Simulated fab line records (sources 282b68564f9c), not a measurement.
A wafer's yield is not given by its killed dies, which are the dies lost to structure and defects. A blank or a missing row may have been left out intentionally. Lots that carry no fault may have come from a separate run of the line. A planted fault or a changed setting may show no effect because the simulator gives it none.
Which tool did it? + flow rit-cmos + 7 lots, 21 wafers sampled, at 2 steps of a route of 202

## WHAT THE GAUGES READ, wafer by wafer
RIT_NWELL_TW_MEAS_10.
| lot  | measured    | on            | NWELL_TW       |
|------|-------------|---------------|----------------|
| L834 | day 2 07:09 | film-metro-01 | 2161 2162 2168 |
| L836 | day 2 11:56 | film-metro-02 | 2166 2175 2165 |
| L838 | day 2 21:52 | film-metro-02 | 2154 2173 2174 |
| L841 | day 3 13:57 | film-metro-03 | 2166 2181 2176 |
| L843 | day 3 23:05 | film-metro-03 | 2174 2176 2173 |
| L846 | day 4 14:28 | film-metro-01 | 2147 2141 2129 |
| L850 | day 5 11:16 | film-metro-02 | 2255 2252 2260 |

## WHAT TOOL EACH LOT RAN ON (gives the tool, then ch and the chambers of the sampled wafers, and finally the start)
| lot  | RIT_NWELL_IMPLANT_08           |
|------|--------------------------------|
| L834 | implanter-04 ch 0, day 2 06:50 |
| L836 | implanter-02 ch 0, day 2 11:37 |
| L838 | implanter-04 ch 0, day 2 21:34 |
| L841 | implanter-02 ch 0, day 3 13:38 |
| L843 | implanter-03 ch 0, day 3 22:46 |
| L846 | implanter-03 ch 0, day 4 14:09 |
| L850 | implanter-03 ch 0, day 5 10:56 |
- RIT_NWELL_IMPLANT_08

## THE ANSWER, worked out from the rows above alone
Rule: usual is defined by the lots themselves. Put in order of their means at a reading, lots are off if they are a third of the lots or fewer, leave a main group of 4 or more, and stand apart from it by a gap of 3 or more times the standard deviation of the main group's means; of several such gaps the widest counts. If all means in a main group match to the digits the tables above print for the reading, that group is not used. Also off: a lot with no number at a reading for which 4 or more lots have one. The other lots that the step has rows for count as sound.
Off: at RIT_NWELL_TW_MEAS_10 (NWELL_TW), L850. The main group: mean 2164, standard deviation 12.
If a tool, at a process step before that reading, ran all the lots that are off and no sound lot after the first of them, it fits. Those tools and the gauges at RIT_NWELL_TW_MEAS_10 are tried in the same way. Undecided on this evidence; 2 tools fit (implanter-03 at RIT_NWELL_IMPLANT_08, film-metro-02 at RIT_NWELL_TW_MEAS_10).

## WHAT THE SIMULATOR PUT IN
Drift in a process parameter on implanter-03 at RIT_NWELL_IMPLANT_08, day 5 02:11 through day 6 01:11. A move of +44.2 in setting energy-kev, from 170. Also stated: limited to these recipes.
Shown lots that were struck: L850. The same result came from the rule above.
